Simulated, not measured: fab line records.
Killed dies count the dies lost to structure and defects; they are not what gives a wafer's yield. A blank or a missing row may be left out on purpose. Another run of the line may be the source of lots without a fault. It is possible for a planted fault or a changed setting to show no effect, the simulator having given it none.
fab line records ; flow berkeley-cmos170
record: lots: 15; wafers: 45; last-day: 11
route steps=331 shown START@4 ZERO@12 ACTIVE@65 M3@330
lots that met no fault: taken from a fault-free run of the same line
start-h: the number of hours between the record's first day and the start of the first shown wafer of the lot ; wait-h: hours elapsed since this lot's preceding step ; " repeats the value in the row above ; L1.1+2: one row covering several wafers at once ; - either no value or no given start ; * or withheld: withheld ; < > ~ a bound
route shown NAME@n: names a module that has steps shown in the file, with the first one's number in the route ; usual: mean and standard deviation over wafers with no fault ; same: alike in all rows ; chamber/n: place in a boat ; sites: readings site by site ; _std_site: their standard deviation ; _edge_site: inner sites' mean taken away from outer sites' mean ; radius-mm: for every site, how far away it sits from the centre of the wafer ; mask NAME#n: copy n ; behind: the tool/chamber that last shaped the wafer ; hold: what put the lot on hold/how long, in hours/how the hold closed ; device: names the non-switching transistor (n, p or np) ; end of line: the route-end tests of the same wafers ; a step without rows: its recipe alone ; killed: at the first sort, the dies lost to defects and structure; wafer yield is something else ; map: the dies of a wafer, with x for killed, . for not killed, _ for no die there
set.NAME: the setting the step ran with; set.NAME@STEP: the setting that earlier step ran with ; model.NAME: the simulator's own value behind a step, which no gauge read
route steps across a sampled set of lots; one table per step, one row per wafer
services: when a tool's chamber went out of use (start-h, in hours from the record's first day, below 0 if earlier), for how many hours, and the reason
== steps ==
step: UCB170_START_THK_MEAS_03
recipe: reads: SiO2_of_START_OXIDATION_02
usual: START_OXIDE_THK: 20.1/0.51
lot.wafer;tool;chamber;start-h;wait-h;START_OXIDE_THK[nm]
L828.3;film-metro-02;-;30.31;0.0;20.4
L828.4;film-metro-02;-;30.31;0.0;20.1
L828.5;film-metro-02;-;30.31;0.0;20.2
L829.2;film-metro-03;-;34.55;0.0;20.0
L829.4;film-metro-03;-;34.55;0.0;20.0
L829.5;film-metro-03;-;34.55;0.0;19.9
L831.2;film-metro-02;-;43.72;0.0;20.5
L831.4;film-metro-02;-;43.72;0.0;20.6
L831.6;film-metro-02;-;43.72;0.0;21.0
L832.2;film-metro-04;-;49.35;0.0;19.8
L832.4;film-metro-04;-;49.35;0.0;19.9
L832.5;film-metro-04;-;49.35;0.0;19.7
L833.2;film-metro-03;-;55.04;0.0;19.6
L833.3;film-metro-03;-;55.04;0.0;19.3
L833.6;film-metro-03;-;55.04;0.0;19.6
L834.1;film-metro-03;-;60.53;0.0;19.3
L834.3;film-metro-03;-;60.53;0.0;19.2
L834.4;film-metro-03;-;60.53;0.0;19.4
L835.1;film-metro-03;-;65.17;0.0;20.1
L835.2;film-metro-03;-;65.17;0.0;20.0
L835.6;film-metro-03;-;65.17;0.0;20.2
L836.2;film-metro-03;-;70.16;0.0;20.6
L836.4;film-metro-03;-;70.16;0.0;20.9
L836.6;film-metro-03;-;70.16;0.0;20.7
L837.3;film-metro-04;-;73.53;0.0;20.2
L837.5;film-metro-04;-;73.53;0.0;20.0
L837.6;film-metro-04;-;73.53;0.0;19.8
L838.1;film-metro-04;-;79.89;0.0;20.9
L838.5;film-metro-04;-;79.89;0.0;21.0
L838.6;film-metro-04;-;79.89;0.0;21.4
L840.2;film-metro-03;-;86.75;0.0;20.1
L840.3;film-metro-03;-;86.75;0.0;20.2
L840.6;film-metro-03;-;86.75;0.0;20.3
L839.4;film-metro-04;-;86.77;0.0;20.5
L839.5;film-metro-04;-;86.77;0.0;20.4
L839.6;film-metro-04;-;86.77;0.0;20.7
L841.4;film-metro-03;-;92.75;0.0;20.2
L841.5;film-metro-03;-;92.75;0.0;20.2
L841.6;film-metro-03;-;92.75;0.0;20.1
L842.3;film-metro-04;-;97.07;0.0;20.8
L842.4;film-metro-04;-;97.07;0.0;21.0
L842.5;film-metro-04;-;97.07;0.0;20.7
L845.2;film-metro-04;-;112.17;0.0;19.8
L845.4;film-metro-04;-;112.17;0.0;19.8
L845.5;film-metro-04;-;112.17;0.0;20.2
step: UCB170_ZERO_ETCH_06
recipe: chemistry: CHF3/CF4/Ar; target: SiO2; time-s: 11.75; pressure-mtorr: 100; rf-w: 500; CHF3_flow_sccm: 50; cf4-flow-sccm: 10; Ar_flow_sccm: 120; over-etch-frac: 1.58
usual: drypump-motor-current-A: 5.6/0.5; oes-product-au: 0.619/0.011; throttle-valve-pct: 9.30/0.12
lot.wafer;tool;chamber;start-h;wait-h;drypump-motor-current-A;oes-product-au;rf-hours-counter-h;throttle-valve-pct
L828.3;rie-diel-04;1;37.35;-;5.1;0.614;164;9.48
L828.4;rie-diel-04;0;37.35;-;5.1;0.624;52;9.31
L828.5;rie-diel-04;3;37.35;-;5.2;0.628;-;9.17
L829.2;rie-diel-04;3;41.02;-;5.2;0.636;26;9.18
L829.4;rie-diel-04;2;41.02;-;5.7;0.617;110;9.38
L829.5;rie-diel-04;2;41.02;-;5.7;0.608;-;9.39
L831.2;rie-diel-04;2;48.82;-;5.7;0.612;110;9.37
L831.4;rie-diel-04;0;48.82;-;5.0;0.631;53;9.32
L831.6;rie-diel-04;0;48.82;-;5.1;0.620;-;9.32
L832.2;rie-diel-04;2;53.02;-;5.7;0.616;111;9.38
L832.4;rie-diel-04;3;53.02;-;5.2;0.626;27;9.19
L832.5;rie-diel-04;1;53.02;-;5.1;0.611;-;9.48
L833.2;rie-diel-03;2;60.75;-;6.6;0.629;27;9.51
L833.3;rie-diel-03;3;60.75;-;5.5;0.623;38;9.30
L833.6;rie-diel-03;0;60.75;-;6.0;0.627;-;9.34
L834.1;rie-diel-04;0;67.78;-;5.1;0.622;54;9.31
L834.3;rie-diel-04;3;67.78;-;5.2;0.634;27;9.17
L834.4;rie-diel-04;2;67.78;-;5.7;0.609;111;9.39
L835.1;rie-diel-03;0;69.47;-;6.0;0.626;108;9.34
L835.2;rie-diel-03;2;69.47;-;6.5;0.628;28;9.52
L835.6;rie-diel-03;3;69.47;-;5.6;0.617;-;9.31
L836.2;rie-diel-03;1;73.10;-;5.6;0.600;124;9.26
L836.4;rie-diel-03;3;73.10;-;5.6;0.628;38;9.30
L836.6;rie-diel-03;0;73.10;-;6.0;0.617;-;9.35
L837.3;rie-diel-03;1;78.08;-;5.6;0.601;124;9.26
L837.5;rie-diel-03;1;78.08;-;5.6;0.597;-;9.25
L837.6;rie-diel-03;0;78.08;-;6.0;0.622;-;9.34
L838.1;rie-diel-02;3;87.37;-;5.7;0.631;15;9.37
L838.5;rie-diel-02;2;87.37;-;6.7;0.605;-;9.05
L838.6;rie-diel-02;1;87.37;-;5.1;0.610;-;9.34
L839.4;rie-diel-03;2;90.69;-;6.6;0.625;28;9.51
L839.5;rie-diel-03;3;90.69;-;5.6;0.629;-;9.32
L839.6;rie-diel-03;0;90.69;-;6.0;0.621;-;9.35
L840.2;rie-diel-04;0;90.93;-;5.1;0.618;55;9.32
L840.3;rie-diel-04;1;90.93;-;5.1;0.619;166;9.49
L840.6;rie-diel-04;0;90.93;-;5.1;0.622;-;9.31
L841.4;rie-diel-02;3;96.97;-;5.7;0.635;16;9.37
L841.5;rie-diel-02;3;96.97;-;5.7;0.633;-;9.35
L841.6;rie-diel-02;0;96.97;-;5.1;0.632;-;9.13
L842.3;rie-diel-04;0;102.13;-;5.1;0.626;56;9.32
L842.4;rie-diel-04;0;102.13;-;5.0;0.627;-;9.32
L842.5;rie-diel-04;3;102.13;-;5.2;0.618;-;9.19
L845.2;rie-diel-04;2;118.32;-;5.7;0.609;114;9.38
L845.4;rie-diel-04;2;118.32;-;5.7;0.612;-;9.39
L845.5;rie-diel-04;3;118.32;-;5.2;0.636;-;9.18
step: UCB170_ACTIVE_CVD_05
recipe: material: Si3N4; target-thk-nm: 220; temp-c: 800; precursor: SiH2Cl2/NH3; time-s: 3300; pressure-mtorr: 200; sih2cl2-flow-sccm: 25; nh3-flow-sccm: 75
usual: pressure-mtorr: 199.9/0.43; spike-tc-centre-C: 802.4/1.6; zone-power-centre-pct: 35/3
lot.wafer;tool;chamber;start-h;wait-h;pressure-mtorr;spike-tc-centre-C;zone-power-centre-pct
L828.3;lpcvd-02;0;90.91;0.0;199.7;800.6;31
L828.4;lpcvd-02;0;90.91;0.0;199.3;800.1;30
L828.5;lpcvd-02;0;90.91;0.0;199.6;801.6;31
L829.2;lpcvd-02;0;96.56;0.0;200.4;802.4;31
L829.4;lpcvd-02;0;96.56;0.0;199.9;803.2;31
L829.5;lpcvd-02;0;96.56;0.0;200.2;799.8;31
L831.2;lpcvd-02;1;96.56;0.0;199.5;801.9;36
L831.4;lpcvd-02;1;96.56;0.0;198.9;800.8;36
L831.6;lpcvd-02;1;96.56;0.0;200.0;800.3;36
L832.2;lpcvd-01;1;106.47;0.0;199.6;803.1;39
L832.4;lpcvd-01;1;106.47;0.0;199.6;802.3;38
L832.5;lpcvd-01;1;106.47;0.0;199.9;803.5;39
L833.2;lpcvd-01;0;106.47;0.0;199.5;805.5;34
L833.3;lpcvd-01;0;106.47;0.0;199.7;803.8;33
L833.6;lpcvd-01;0;106.47;0.0;199.5;805.7;34
L834.1;lpcvd-01;0;116.78;2.1;200.1;805.7;34
L834.3;lpcvd-01;0;116.78;2.1;200.8;805.3;34
L834.4;lpcvd-01;0;116.78;2.1;199.5;805.5;34
L835.1;lpcvd-01;1;116.78;2.1;199.9;801.3;39
L835.2;lpcvd-01;1;116.78;2.1;199.9;801.4;39
L835.6;lpcvd-01;1;116.78;2.1;199.5;803.1;39
L836.2;lpcvd-01;1;123.42;0.0;199.2;802.4;39
L836.4;lpcvd-01;1;123.42;0.0;199.0;800.4;38
L836.6;lpcvd-01;1;123.42;0.0;198.9;802.5;39
L837.3;lpcvd-01;0;123.42;0.0;200.1;803.2;34
L837.5;lpcvd-01;0;123.42;0.0;199.7;804.6;34
L837.6;lpcvd-01;0;123.42;0.0;199.6;802.5;34
L838.1;lpcvd-01;0;142.56;0.7;200.4;833.2;44
L838.5;lpcvd-01;0;142.56;0.7;199.7;832.2;44
L838.6;lpcvd-01;0;142.56;0.7;200.3;833.4;44
L839.4;lpcvd-01;1;142.56;0.7;200.0;829.7;50
L839.5;lpcvd-01;1;142.56;0.7;200.1;830.6;49
L839.6;lpcvd-01;1;142.56;0.7;199.9;829.9;50
L840.2;lpcvd-01;0;142.56;0.7;199.8;830.1;44
L840.3;lpcvd-01;0;142.56;0.7;199.1;830.5;44
L840.6;lpcvd-01;0;142.56;0.7;199.6;832.1;44
L841.4;lpcvd-02;0;150.73;0.0;199.4;802.6;31
L841.5;lpcvd-02;0;150.73;0.0;200.1;802.1;31
L841.6;lpcvd-02;0;150.73;0.0;199.9;801.5;30
L842.3;lpcvd-02;0;150.73;0.0;199.9;802.0;31
L842.4;lpcvd-02;0;150.73;0.0;200.2;802.0;31
L842.5;lpcvd-02;0;150.73;0.0;200.3;800.9;31
L845.2;lpcvd-02;0;171.07;0.0;200.6;800.9;30
L845.4;lpcvd-02;0;171.07;0.0;200.8;800.2;31
L845.5;lpcvd-02;0;171.07;0.0;200.3;802.4;31
step: UCB170_ACTIVE_THK_MEAS_06
recipe: reads: Si3N4_of_ACTIVE_CVD_05
usual: ACTIVE_NITRIDE_THK: 220.8/2
lot.wafer;tool;chamber;start-h;wait-h;ACTIVE_NITRIDE_THK[nm]
L828.3;film-metro-04;-;92.85;0.0;219.6
L828.4;film-metro-04;-;92.85;0.0;217.9
L828.5;film-metro-04;-;92.85;0.0;218.4
L829.2;film-metro-03;-;98.54;0.1;218.9
L829.4;film-metro-03;-;98.54;0.1;219.4
L829.5;film-metro-03;-;98.54;0.1;216.5
L831.2;film-metro-02;-;98.54;0.1;219.6
L831.4;film-metro-02;-;98.54;0.1;219.9
L831.6;film-metro-02;-;98.54;0.1;218.4
L832.2;film-metro-03;-;108.41;0.0;219.6
L832.4;film-metro-03;-;108.41;0.0;219.5
L832.5;film-metro-03;-;108.41;0.0;218.9
L833.2;film-metro-02;-;108.46;0.1;219.1
L833.3;film-metro-02;-;108.46;0.1;223.4
L833.6;film-metro-02;-;108.46;0.1;221.9
L834.1;film-metro-02;-;119.66;0.0;220.9
L834.3;film-metro-02;-;119.66;0.0;221.5
L834.4;film-metro-02;-;119.66;0.0;219.8
L835.1;film-metro-04;-;119.66;0.0;220.7
L835.2;film-metro-04;-;119.66;0.0;222.7
L835.6;film-metro-04;-;119.66;0.0;219.9
L836.2;film-metro-02;-;125.35;0.0;223.7
L836.4;film-metro-02;-;125.35;0.0;224.2
L836.6;film-metro-02;-;125.35;0.0;223.0
L837.3;film-metro-03;-;125.36;0.0;220.4
L837.5;film-metro-03;-;125.36;0.0;219.4
L837.6;film-metro-03;-;125.36;0.0;219.7
L838.1;film-metro-03;-;144.47;0.0;229.2
L838.5;film-metro-03;-;144.47;0.0;264.3
L838.6;film-metro-03;-;144.47;0.0;277.7
L840.2;film-metro-04;-;144.48;0.0;236.6
L840.3;film-metro-04;-;144.48;0.0;243.0
L840.6;film-metro-04;-;144.48;0.0;276.3
L839.4;film-metro-02;-;144.50;0.0;257.0
L839.5;film-metro-02;-;144.50;0.0;270.2
L839.6;film-metro-02;-;144.50;0.0;280.1
L841.4;film-metro-02;-;152.67;0.0;219.5
L841.5;film-metro-02;-;152.67;0.0;220.3
L841.6;film-metro-02;-;152.67;0.0;218.6
L842.3;film-metro-04;-;152.71;0.1;225.4
L842.4;film-metro-04;-;152.71;0.1;225.6
L842.5;film-metro-04;-;152.71;0.1;225.0
L845.2;film-metro-02;-;173.00;0.0;221.3
L845.4;film-metro-02;-;173.00;0.0;219.6
L845.5;film-metro-02;-;173.00;0.0;220.0
step: UCB170_ACTIVE_ETCH_15
recipe: chemistry: CH3F/Ar/O2; target: Si3N4; stop-on: SiO2; CH3F_flow_sccm: 20; Ar_flow_sccm: 50; O2_flow_sccm: 7; pressure-mtorr: 50; rf-w: 450; target-depth-a: 2420; over-etch-frac: 0.1; time-s: 151
usual: drypump-motor-current-A: 5.6/0.4; oes-product-au: 0.943/0.016; throttle-valve-pct: 8.10/0.11
lot.wafer;tool;chamber;start-h;wait-h;drypump-motor-current-A;oes-product-au;rf-hours-counter-h;throttle-valve-pct
L828.3;rie-diel-03;2;94.05;0.0;6.6;0.949;28;8.30
L828.4;rie-diel-03;3;94.05;0.0;5.5;0.935;39;8.12
L828.5;rie-diel-03;1;94.05;0.0;5.6;0.899;-;8.08
L829.2;rie-diel-04;0;100.57;0.0;5.1;0.941;56;8.12
L829.4;rie-diel-04;1;100.57;0.0;5.1;0.916;167;8.28
L829.5;rie-diel-04;3;100.57;0.0;5.2;0.942;-;8.01
L831.2;rie-diel-03;3;101.07;0.0;5.6;0.943;39;8.11
L831.4;rie-diel-03;1;101.07;0.0;5.6;0.917;125;8.07
L831.6;rie-diel-03;0;101.07;0.0;6.1;0.935;-;8.15
L832.2;rie-diel-04;0;109.77;0.0;5.0;0.945;56;8.11
L832.4;rie-diel-04;0;109.77;0.0;5.0;0.937;-;8.12
L832.5;rie-diel-04;3;109.77;0.0;5.2;0.947;-;8.01
L833.2;rie-diel-03;2;110.09;0.0;6.6;0.945;29;8.31
L833.3;rie-diel-03;3;110.09;0.0;5.6;0.962;40;8.13
L833.6;rie-diel-03;2;110.09;0.0;6.6;0.951;-;8.32
L835.1;rie-diel-01;3;121.05;0.0;5.9;0.947;39;8.01
L835.2;rie-diel-01;0;121.05;0.0;5.6;0.927;123;7.86
L835.6;rie-diel-01;0;121.05;0.0;5.6;0.924;-;7.89
L834.1;rie-diel-03;3;121.21;0.0;5.6;0.948;40;8.11
L834.3;rie-diel-03;0;121.21;0.0;6.0;0.939;110;8.15
L834.4;rie-diel-03;1;121.21;0.0;5.6;0.915;126;8.07
L836.2;rie-diel-01;1;127.56;0.0;5.8;0.959;5;8.04
L836.4;rie-diel-01;3;127.56;0.0;5.9;0.952;39;8.03
L836.6;rie-diel-01;3;127.56;0.0;5.9;0.964;-;8.02
L837.3;rie-diel-03;1;127.71;0.0;5.6;0.912;126;8.06
L837.5;rie-diel-03;3;127.71;0.0;5.6;0.936;-;8.11
L837.6;rie-diel-03;0;127.71;0.0;6.0;0.936;-;8.17
L838.1;rie-diel-03;3;145.66;0.0;5.5;0.968;41;8.12
L838.5;rie-diel-03;2;145.66;0.0;6.6;1.007;-;8.32
L838.6;rie-diel-03;1;145.66;0.0;5.6;0.962;-;8.08
L839.4;rie-diel-04;2;146.23;0.0;5.7;0.993;115;8.17
L839.5;rie-diel-04;3;146.23;0.0;5.2;1.016;-;8.00
L839.6;rie-diel-04;2;146.23;0.0;5.7;0.986;-;8.19
L840.2;rie-diel-01;3;146.38;0.0;5.9;0.999;41;8.02
L840.3;rie-diel-01;1;146.38;0.0;5.8;1.002;6;8.04
L840.6;rie-diel-01;2;146.38;0.0;5.3;1.013;-;8.14
L841.4;rie-diel-03;2;153.70;0.0;6.6;0.951;30;8.30
L841.5;rie-diel-03;3;153.70;0.0;5.6;0.951;-;8.12
L841.6;rie-diel-03;2;153.70;0.0;6.6;0.945;-;8.31
L842.3;rie-diel-01;0;153.98;0.0;5.6;0.940;124;7.88
L842.4;rie-diel-01;1;153.98;0.0;5.8;0.975;7;8.04
L842.5;rie-diel-01;0;153.98;0.0;5.6;0.926;-;7.86
L845.2;rie-diel-04;2;174.98;0.0;5.7;0.925;116;8.17
L845.4;rie-diel-04;3;174.98;0.0;5.2;0.945;33;8.01
L845.5;rie-diel-04;3;174.98;0.0;5.2;0.951;-;8.01
step: UCB170_M3_BOW_MEAS_20
recipe: mode: bow
usual: M3_BOW: 34/6.9
lot.wafer;tool;chamber;start-h;wait-h;M3_BOW[um]
L831.2;film-metro-02;-;179.83;0.1;42
L831.4;film-metro-02;-;179.83;0.1;30
L831.6;film-metro-02;-;179.83;0.1;26
L828.3;film-metro-03;-;180.24;0.1;33
L828.4;film-metro-03;-;180.24;0.1;31
L828.5;film-metro-03;-;180.24;0.1;32
L829.2;film-metro-02;-;180.79;0.1;38
L829.4;film-metro-02;-;180.79;0.1;35
L829.5;film-metro-02;-;180.79;0.1;36
L832.2;film-metro-02;-;184.89;0.1;28
L832.4;film-metro-02;-;184.89;0.1;50
L832.5;film-metro-02;-;184.89;0.1;38
L833.2;film-metro-04;-;185.01;0.1;34
L833.3;film-metro-04;-;185.01;0.1;35
L833.6;film-metro-04;-;185.01;0.1;36
L834.1;film-metro-03;-;196.68;0.1;40
L834.3;film-metro-03;-;196.68;0.1;39
L834.4;film-metro-03;-;196.68;0.1;32
L835.1;film-metro-02;-;199.75;0.1;45
L835.2;film-metro-02;-;199.75;0.1;32
L835.6;film-metro-02;-;199.75;0.1;31
L836.2;film-metro-04;-;207.55;0.1;39
L836.4;film-metro-04;-;207.55;0.1;33
L836.6;film-metro-04;-;207.55;0.1;29
L837.3;film-metro-03;-;207.88;0.1;32
L837.5;film-metro-03;-;207.88;0.1;33
L837.6;film-metro-03;-;207.88;0.1;31
L838.1;film-metro-02;-;230.19;0.1;34
L840.2;film-metro-04;-;230.39;0.1;31
L841.4;film-metro-02;-;246.19;0.1;35
L841.5;film-metro-02;-;246.19;0.1;28
L841.6;film-metro-02;-;246.19;0.1;44
L842.3;film-metro-03;-;246.43;0.1;16
L842.4;film-metro-03;-;246.43;0.1;45
L842.5;film-metro-03;-;246.43;0.1;46
L845.2;film-metro-04;-;262.49;0.1;32
L845.4;film-metro-04;-;262.49;0.1;37
L845.5;film-metro-04;-;262.49;0.1;35
== services ==
tool;chamber;start-h;hours;kind
rie-diel-02;2;14.48;6.4;repair
rie-diel-01;-;21.20;2.8;pm
lpcvd-02;-;27.67;6.1;pm
rie-diel-02;-;36.74;2.8;pm
rie-diel-03;-;39.87;1.6;repair
rie-diel-02;-;46.95;15.6;pm
rie-diel-04;-;62.61;2.8;pm
rie-diel-01;0;66.31;2.6;repair
rie-diel-04;1;101.14;-;clean
rie-diel-04;1;101.14;20.2;scheduled-down
rie-diel-04;1;101.14;20.2;vent-cycle
rie-diel-04;0;118.22;2.3;repair
rie-diel-03;2;125.00;7.5;repair
rie-diel-01;-;139.84;1.0;repair
rie-diel-03;3;169.67;10.1;repair
== key ==
first-sign: step: UCB170_ACTIVE_CVD_05; reading: spike-tc-centre-C; direction: up; sigmas: 18; usual: 802.4; struck: 831.3
effect: step: UCB170_ACTIVE_CVD_05; reading: zone-power-centre-pct; direction: up; sigmas: 3.6; usual: 35; struck: 46
effect: step: UCB170_ACTIVE_THK_MEAS_06; reading: ACTIVE_NITRIDE_THK; direction: up; sigmas: 19; usual: 220.8; struck: 259.4
effect: step: UCB170_ACTIVE_ETCH_15; reading: oes-product-au; direction: up; sigmas: 3.2; usual: 0.943; struck: 0.994; wafers-moved: 8
met-at UCB170_ACTIVE_CVD_05
struck-lots L838,L839,L840
later-rows-left-out L838.5,L838.6,L839.4,L839.5,L839.6,L840.3,L840.6
sort-left-out L838.1,L838.5,L838.6,L839.4,L839.5,L839.6,L840.2,L840.3,L840.6
tester-left-out L838,L839,L840
not-acting-at UCB170_START_THK_MEAS_03,UCB170_ZERO_ETCH_06,UCB170_M3_BOW_MEAS_20
onset-between 123.42 142.56
fault: kind: process-parameter-drift; tool: lpcvd-01; chamber: -; onset-h: 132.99; steps: UCB170_ACTIVE_CVD_05; channel: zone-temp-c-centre; offset: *; shape: step; end-h: 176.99
tester-left-out: of these lots the tester's yield and bins aren't shown, on N5 and GAA mostly nor the transistor test; their killed dies are dies lost to structure and defects alone, not to doping, threshold or leakage, so they don't give the yield
sort-left-out: the simulated sort isn't trusted on such a fault, so these wafers' sort isn't shown, and their yield isn't known
later-rows-left-out: the simulator's readings of these wafers behind a module that went badly wrong aren't trusted and aren't shown, but for the sort
